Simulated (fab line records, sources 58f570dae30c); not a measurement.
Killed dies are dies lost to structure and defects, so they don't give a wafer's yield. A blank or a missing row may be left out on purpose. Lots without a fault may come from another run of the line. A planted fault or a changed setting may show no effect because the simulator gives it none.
fab line records | flow berkeley_cmos170
record lots=5 wafers=23
route steps=331 shown M1@245 V1@254
start_h: hours from the record's first day to the start of the lot's first wafer shown | wait_h: hours since the lot's step before | " the same as in the row above | L1.1+2: a row that stands for several wafers | - no value, or no start given | * or withheld: withheld | < > ~ a bound
route shown NAME@n: a module of which the file shows steps, and the number in the route of the first | usual: mean/standard deviation of fault-free wafers | same: alike in all rows | chamber/n: place in a boat | sites: the reading at each site | _std_site: their standard deviation | _edge_site: outer sites' mean less inner sites' | radius_mm: how far each site lies from the wafer's centre | mask NAME#n: copy n | behind: the tool/chamber that last shaped the wafer | hold: why the lot was held/for how many hours/how that ended | device: the transistor (n, p or np) that didn't switch | end of line: the same wafers' tests at the end of the route | a step without rows: its recipe alone | killed: dies lost to structure and defects at the first sort, not the wafer's yield | map: a wafer's dies, x killed, . not, _ none there
set.NAME: the setting as run; set.NAME@STEP: as run at that earlier step | model.NAME: the simulator's own value behind a step, which no gauge read
lots whose settings were changed on purpose; a table a step, a row a wafer
## steps
# step UCB170_M1_PEB_07
# recipe peb_temp_c=130 peb_time_s=withheld resist=KrF
# columns lot.wafer tool chamber start_h wait_h set.peb_temp_c
L074.1+2 litho_track-02 0 148.70 0.1 126.4
L074.3+5+6 " 0 " " 130
L077.1+4+6 litho_track-01 0 168.44 0.3 130
L078.2+5 litho_track-02 0 168.89 0.2 130
L078.3+4+6 " 0 " " 131.2
L079.1+2+3+4+6 litho_track-02 0 178.88 0.3 130
L085.1+4 litho_track-02 0 200.43 0.6 133.8
L085.3+5+6 " 0 " " 130
# step UCB170_M1_DEVELOP_08
# recipe developer=TMAH develop_time_s=45 resist=KrF dev_temp_c=21
# step UCB170_M1_CD_MEAS_09
# recipe target_cd_nm=700
# usual cd_nm=700.4/1.6
# columns lot.wafer tool chamber start_h wait_h set.peb_temp_c@M1_PEB_07 cd_nm
L074.1 cd_sem-01 - 148.98 - 126.4 728.6
L074.2 " - " " 126.4 728.2
L074.3 " - " " 130 699.8
L074.5 " - " " 130 700.2
L074.6 " - " " 130 700.8
L077.1 cd_sem-01 - 168.72 - 130 697.4
L077.4 " - " " 130 697.8
L077.6 " - " " 130 697.1
L078.2 cd_sem-01 - 169.16 - 130 698.1
L078.3 " - " " 131.2 691.5
L078.4 " - " " 131.2 691.9
L078.5 " - " " 130 699.3
L078.6 " - " " 131.2 691.7
L079.1 cd_sem-02 - 179.15 - 130 698.9
L079.2 " - " " 130 698.9
L079.3 " - " " 130 698.6
L079.4 " - " " 130 699.3
L079.6 " - " " 130 699.1
L085.1 cd_sem-02 - 200.70 - 133.8 679.5
L085.3 " - " " 130 701.7
L085.4 " - " " 133.8 679.9
L085.5 " - " " 130 700.4
L085.6 " - " " 130 700.2
# step UCB170_M1_ETCH_11
# recipe chemistry=N2/H2 target_depth_a=withheld overetch_a=withheld target=BARC time_s=withheld source_w=500 bias_w=102.7 pressure_mtorr=30 n2_flow_sccm=100 h2_flow_sccm=200
# columns lot.wafer tool chamber start_h wait_h set.peb_temp_c@M1_PEB_07 model.M1.cd_nm
L074.1 rie_diel-04 2 149.14 0.0 126.4 728
L074.2 " 0 " " 126.4 727.5
L074.3 " 3 " " 130 700.5
L074.5 " 0 " " 130 699.8
L074.6 " 3 " " 130 701.4
L077.1 rie_diel-01 3 168.88 0.0 130 697.1
L077.4 " 1 " " 130 696.5
L077.6 " 2 " " 130 697.8
L078.2 rie_diel-04 0 169.29 0.0 130 697.6
L078.3 " 3 " " 131.2 691.9
L078.4 " 1 " " 131.2 692.1
L078.5 " 1 " " 130 698.8
L078.6 " 0 " " 131.2 691.4
L079.1 rie_diel-04 2 179.31 0.0 130 697.2
L079.2 " 1 " " 130 698
L079.3 " 0 " " 130 698.6
L079.4 " 3 " " 130 698.5
L079.6 " 1 " " 130 698.2
L085.1 rie_diel-02 2 200.86 0.0 133.8 680.3
L085.3 " 3 " " 130 701.3
L085.4 " 1 " " 133.8 681.2
L085.5 " 0 " " 130 700.4
L085.6 " 1 " " 130 701.6
# step UCB170_M1_METAL_ETCH_12
# recipe chemistry=Cl2/BCl3 target=Al stop_on=PSG pressure_mtorr=12 target_depth_a=7800 over_etch_frac=0.3 time_s=130 icp_w=600 bias_w=120 Cl2_flow_sccm=90 bcl3_flow_sccm=45
# columns lot.wafer tool chamber start_h wait_h set.peb_temp_c@M1_PEB_07 model.M1.cd_nm
L074.1 rie_metal-03 0 149.18 - 126.4 722.4
L074.2 " 1 " " 126.4 726.5
L074.3 " 1 " " 130 699.7
L074.5 " 0 " " 130 696.2
L074.6 " 1 " " 130 702.1
L077.1 rie_metal-03 0 168.92 - 130 693.6
L077.4 " 0 " " 130 691.8
L077.6 " 1 " " 130 699.3
L078.2 rie_metal-04 1 169.34 - 130 695.9
L078.3 " 1 " " 131.2 689.5
L078.4 " 0 " " 131.2 692.9
L078.5 " 1 " " 130 698.1
L078.6 " 0 " " 131.2 691.6
L079.1 rie_metal-03 1 179.35 - 130 697.2
L079.2 " 1 " " 130 699.4
L079.3 " 1 " " 130 698.8
L079.4 " 1 " " 130 699.1
L079.6 " 1 " " 130 699.2
L085.1 rie_metal-03 1 200.90 - 133.8 683.6
L085.3 " 1 " " 130 704.8
L085.4 " 0 " " 133.8 685.4
L085.5 " 1 " " 130 701.5
L085.6 " 0 " " 130 704.2
# step UCB170_M1_STRIP_13
# recipe chemistry=O2 power_w=400 pressure_mtorr=3500 platen_temp_c=withheld o2_flow_sccm=400 overash_fraction=0.5
# step UCB170_M1_CD_MEAS_90
# recipe target_cd_nm=700
# usual cd_nm=701/3.2
# columns lot.wafer tool chamber start_h wait_h set.peb_temp_c@M1_PEB_07 cd_nm
L074.1 cd_sem-02 - 149.41 0.1 126.4 722
L074.2 " - " " 126.4 726
L074.3 " - " " 130 699
L074.5 " - " " 130 696
L074.6 " - " " 130 702
L077.1 cd_sem-02 - 169.17 0.1 130 694
L077.4 " - " " 130 692
L077.6 " - " " 130 699
L078.2 cd_sem-01 - 169.59 0.1 130 696
L078.3 " - " " 131.2 690
L078.4 " - " " 131.2 693
L078.5 " - " " 130 698
L078.6 " - " " 131.2 692
L079.1 cd_sem-01 - 179.72 0.1 130 698
L079.2 " - " " 130 700
L079.3 " - " " 130 698
L079.4 " - " " 130 699
L079.6 " - " " 130 699
L085.1 cd_sem-02 - 201.18 0.1 133.8 684
L085.3 " - " " 130 705
L085.4 " - " " 133.8 685
L085.5 " - " " 130 702
L085.6 " - " " 130 704
# step UCB170_V1_CVD_00
# recipe material=SiO2 target_thk_nm=2000 temp_c=390 precursor=TEOS/O2 time_s=250 rf_w=550 pressure_mtorr=9000
# columns lot.wafer tool chamber start_h wait_h set.time_s model.SiO2_of_V1_CVD_00.thk_nm
L074.1 pecvd-02 2 152.19 0.0 250 1973
L074.2 " 0 " " 250 2007
L074.3 " 1 " " 250 2006
L074.5 " 1 " " 250 2026
L074.6 " 2 " " 250 1996
L077.1 pecvd-01 1 175.08 0.0 250 1968
L077.4 " 1 " " 250 1994
L077.6 " 0 " " 250 1999
L078.2 pecvd-03 1 175.08 0.0 250 1981
L078.3 " 2 " " 250 2008
L078.4 " 1 " " 250 2009
L078.5 " 0 " " 250 2054
L078.6 " 2 " " 250 2042
L079.1 pecvd-01 1 183.85 0.0 250 1943
L079.2 " 2 " " 219.4 1724
L079.3 " 0 " " 219.4 1707
L079.4 " 1 " " 250 1986
L079.6 " 2 " " 219.4 1738
L085.1 pecvd-01 0 204.65 0.0 250 1998
L085.3 " 1 " " 215.7 1735
L085.4 " 1 " " 250 2013
L085.5 " 2 " " 215.7 1757
L085.6 " 0 " " 250 2021
# step UCB170_V1_THK_MEAS_01
# recipe reads=SiO2_of_V1_CVD_00
# usual V1_TEOS_THK=1998/28
# columns lot.wafer tool chamber start_h wait_h set.time_s@V1_CVD_00 V1_TEOS_THK[nm]
L074.1 film_metro-03 - 152.35 0.1 250 1974
L074.2 " - " " 250 2006
L074.3 " - " " 250 2006
L074.5 " - " " 250 2025
L074.6 " - " " 250 1995
L077.1 film_metro-02 - 175.24 0.1 250 1968
L077.4 " - " " 250 1991
L077.6 " - " " 250 2000
L078.2 film_metro-03 - 175.25 0.1 250 1980
L078.3 " - " " 250 2009
L078.4 " - " " 250 2011
L078.5 " - " " 250 2052
L078.6 " - " " 250 2042
L079.1 film_metro-03 - 184.00 0.1 250 1943
L079.2 " - " " 219.4 1725
L079.3 " - " " 219.4 1707
L079.4 " - " " 250 1985
L079.6 " - " " 219.4 1737
L085.1 film_metro-01 - 204.80 0.1 250 1998
L085.3 " - " " 215.7 1734
L085.4 " - " " 250 2014
L085.5 " - " " 215.7 1758
L085.6 " - " " 250 2021
# step UCB170_V1_EXPOSE_09
# recipe mask_id=VIA1 target_cd_nm=700 na=0.5 sigma_outer=0.6 source_shape=conventional dose_mj=37
# columns lot.wafer tool chamber start_h wait_h mask set.dose_mj
L074.1+2+3+5+6 krf_scanner-02 0 154.58 0.3 VIA1#0 37
L078.2+3+4+5+6 krf_scanner-02 0 178.45 0.1 VIA1#0 37
L077.1+4+6 krf_scanner-01 0 178.67 0.3 VIA1#0 37
L079.1+2+4 krf_scanner-01 0 188.22 0.1 VIA1#0 37
L079.3+6 " 0 " " VIA1#0 35.48
L085.1+6 krf_scanner-01 0 206.87 0.2 VIA1#0 38.59
L085.3+4+5 " 0 " " VIA1#0 37
# step UCB170_V1_PEB_10
# recipe peb_temp_c=130 peb_time_s=withheld resist=KrF
# step UCB170_V1_DEVELOP_11
# recipe developer=TMAH develop_time_s=45 resist=KrF dev_temp_c=21
# step UCB170_V1_CD_MEAS_12
# recipe target_cd_nm=700
# usual cd_nm=700.0/2
# columns lot.wafer tool chamber start_h wait_h set.dose_mj@V1_EXPOSE_09 cd_nm
L074.1 cd_sem-02 - 155.12 - 37 698.4
L074.2 " - " " 37 702.5
L074.3 " - " " 37 700.9
L074.5 " - " " 37 701.8
L074.6 " - " " 37 701.0
L078.2 cd_sem-01 - 179.01 - 37 703.2
L078.3 " - " " 37 702.5
L078.4 " - " " 37 701.8
L078.5 " - " " 37 701.2
L078.6 " - " " 37 701.6
L077.1 cd_sem-01 - 179.27 - 37 699.0
L077.4 " - " " 37 699.5
L077.6 " - " " 37 700.8
L079.1 cd_sem-02 - 189.55 - 37 699.0
L079.2 " - " " 37 700.7
L079.3 " - " " 35.48 693.0
L079.4 " - " " 37 700.6
L079.6 " - " " 35.48 693.8
L085.1 cd_sem-02 - 208.06 - 38.59 704.7
L085.3 " - " " 37 695.9
L085.4 " - " " 37 698.0
L085.5 " - " " 37 696.2
L085.6 " - " " 38.59 704.5
# step UCB170_V1_ETCH_14
# recipe chemistry=CHF3/CF4/Ar target=SiO2 stop_on=Al CHF3_flow_sccm=45 cf4_flow_sccm=15 Ar_flow_sccm=150 pressure_mtorr=200 rf_w=700 target_depth_a=12500 over_etch_frac=0.25 time_s=291
# columns lot.wafer tool chamber start_h wait_h set.dose_mj@V1_EXPOSE_09 model.V1.cd_nm
L074.1 rie_diel-01 2 155.28 0.0 37 697.7
L074.2 " 0 " " 37 700.9
L074.3 " 1 " " 37 702.4
L074.5 " 2 " " 37 700.5
L074.6 " 3 " " 37 699.8
L078.2 rie_diel-02 3 179.15 0.0 37 703.2
L078.3 " 1 " " 37 700.1
L078.4 " 0 " " 37 702.4
L078.5 " 2 " " 37 700.9
L078.6 " 1 " " 37 699.9
L077.1 rie_diel-03 2 179.42 0.0 37 699.7
L077.4 " 1 " " 37 699.3
L077.6 " 2 " " 37 701.2
L079.1 rie_diel-03 2 189.73 0.0 37 699.7
L079.2+4 " 1,0 " " 37 700.7
L079.3 " 3 " " 35.48 691.8
L079.6 " 3 " " 35.48 693.3
L085.1 rie_diel-03 3 208.21 0.0 38.59 704
L085.3 " 2 " " 37 695.7
L085.4 " 1 " " 37 697.5
L085.5 " 2 " " 37 695.8
L085.6 " 1 " " 38.59 703.8
# step UCB170_V1_STRIP_15
# recipe chemistry=O2 power_w=400 pressure_mtorr=3500 platen_temp_c=withheld o2_flow_sccm=400 overash_fraction=0.5
# step UCB170_V1_CD_MEAS_90
# recipe target_cd_nm=700
# usual cd_nm=699.8/2.2
# columns lot.wafer tool chamber start_h wait_h set.dose_mj@V1_EXPOSE_09 cd_nm
L074.1 cd_sem-01 - 155.62 0.1 37 697.6
L074.2 " - " " 37 701.0
L074.3 " - " " 37 702.2
L074.5 " - " " 37 700.6
L074.6 " - " " 37 699.9
L078.2 cd_sem-01 - 179.45 0.1 37 703.1
L078.3 " - " " 37 700.0
L078.4 " - " " 37 702.5
L078.5 " - " " 37 700.9
L078.6 " - " " 37 700.2
L077.1 cd_sem-02 - 179.70 0.1 37 699.6
L077.4 " - " " 37 699.2
L077.6 " - " " 37 701.1
L079.1 cd_sem-01 - 190.01 0.1 37 699.4
L079.2 " - " " 37 700.6
L079.3 " - " " 35.48 692.0
L079.4 " - " " 37 700.9
L079.6 " - " " 35.48 693.3
L085.1 cd_sem-02 - 208.49 0.1 38.59 704.5
L085.3 " - " " 37 695.7
L085.4 " - " " 37 697.6
L085.5 " - " " 37 695.8
L085.6 " - " " 38.59 703.6
## key
split step=UCB170_M1_PEB_07 setting=peb_temp_c stated=130 by=wafer
response step=UCB170_M1_CD_MEAS_09 reading=cd_nm change=-8.55 per=1% r=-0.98
response step=UCB170_M1_ETCH_11 reading=model.M1.cd_nm change=-8.25 per=1% r=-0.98
response step=UCB170_M1_METAL_ETCH_12 reading=model.M1.cd_nm change=-7.63 per=1% r=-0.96
response step=UCB170_M1_CD_MEAS_90 reading=cd_nm change=-7.67 per=1% r=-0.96
split step=UCB170_V1_CVD_00 setting=time_s stated=250 by=wafer
response step=UCB170_V1_CVD_00 reading=model.SiO2_of_V1_CVD_00.thk_nm change=+19.5 per=1% r=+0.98
response step=UCB170_V1_THK_MEAS_01 reading=V1_TEOS_THK change=+19.5 per=1% r=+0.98
split step=UCB170_V1_EXPOSE_09 setting=dose_mj stated=37 by=wafer
response step=UCB170_V1_CD_MEAS_12 reading=cd_nm change=+1.73 per=1% r=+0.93
response step=UCB170_V1_ETCH_14 reading=model.V1.cd_nm change=+1.83 per=1% r=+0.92
response step=UCB170_V1_CD_MEAS_90 reading=cd_nm change=+1.82 per=1% r=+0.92
